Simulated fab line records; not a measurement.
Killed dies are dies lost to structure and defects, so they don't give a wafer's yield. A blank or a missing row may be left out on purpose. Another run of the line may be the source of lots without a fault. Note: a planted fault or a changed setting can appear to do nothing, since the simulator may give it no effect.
Which tool did it?    flow rit cmos    13 lots, 39 wafers sampled, at 1 step of a route of 202

== WHAT THE GAUGES READ, wafer by wafer ==
The record holds no reading of a measuring or inspecting step that can be judged against a usual standard deviation.

== WHICH TOOL RAN EACH LOT (tool, then ch and the chambers of the sampled wafers, then the start) ==
lot   RIT_PRETRO_STRIP_09
L690  plasma asher-02 ch 0,1, day 2 08:26
L691  plasma asher-03 ch 0,1, day 2 13:54
L693  plasma asher-03 ch 0,1, day 3 00:55
L694  plasma asher-02 ch 0, day 3 04:02
L695  plasma asher-03 ch 0,1, day 3 09:04
L698  plasma asher-03 ch 0,1, day 4 01:11
L702  plasma asher-01 ch 0,1, day 4 19:35
L707  plasma asher-02 ch 0,1, day 5 22:17
L709  plasma asher-02 ch 0,1, day 6 06:11
L710  plasma asher-02 ch 0,1, day 6 13:16
L711  plasma asher-02 ch 0,1, day 6 16:32
L712  plasma asher-03 ch 0, day 6 23:46
L713  plasma asher-01 ch 0,1, day 7 02:25
- RIT_PRETRO_STRIP_09: strips in O2, time 180 s.

== AS READ BY THE TOOLS THEMSELVES (means over the sampled wafers that have a number; for cases with no such wafer, the mark the record gives instead) ==
RIT_PRETRO_STRIP_09. Usual: drypump motor current A 5.9 A, standard deviation 0.48; run length s 208.2 s, standard deviation 0.55.
lot   tool             drypump motor current A (A)  run length s (s)  flag
L690  plasma asher-02  5.7                          207.9             
L691  plasma asher-03  6.5                          208.5             
L693  plasma asher-03  6.6                          208.4             
L694  plasma asher-02  5.8                          208.1             
L695  plasma asher-03  6.6                          208.3             
L698  plasma asher-03  6.5                          208.7             
L702  plasma asher-01  5.3                          27.3              OFF
L707  plasma asher-02  5.8                          208.2             
L709  plasma asher-02  5.7                          208.1             
L710  plasma asher-02  5.8                          208.2             
L711  plasma asher-02  5.7                          208.1             
L712  plasma asher-03  6.4                          209.0             
L713  plasma asher-01  5.6                          207.9             

== THE ANSWER, worked out from the rows above alone ==
Rule: take the mean of a lot's wafers that have a number; if it is more than 3 standard deviations from the usual mean, the lot is off. A lot without any number at a reading at which 4 lots or more have one is off too. The other lots that the step has rows for count as sound. The gauges are gone through in route order, then the tools' own readings, and for those a lot's mean is taken as printed above. The first step at which some lot is off is used, and at that step the reading that is off furthest; a lot without a number counts as furthest.
Off: L702, at RIT_PRETRO_STRIP_09 (run length s).
A tool fits if, at that step or a process step before it, it ran every lot that is off, and no sound lot after the first of them. No candidate that was tried fits.

== WHAT HAD BEEN PUT IN BY THE SIMULATOR ==
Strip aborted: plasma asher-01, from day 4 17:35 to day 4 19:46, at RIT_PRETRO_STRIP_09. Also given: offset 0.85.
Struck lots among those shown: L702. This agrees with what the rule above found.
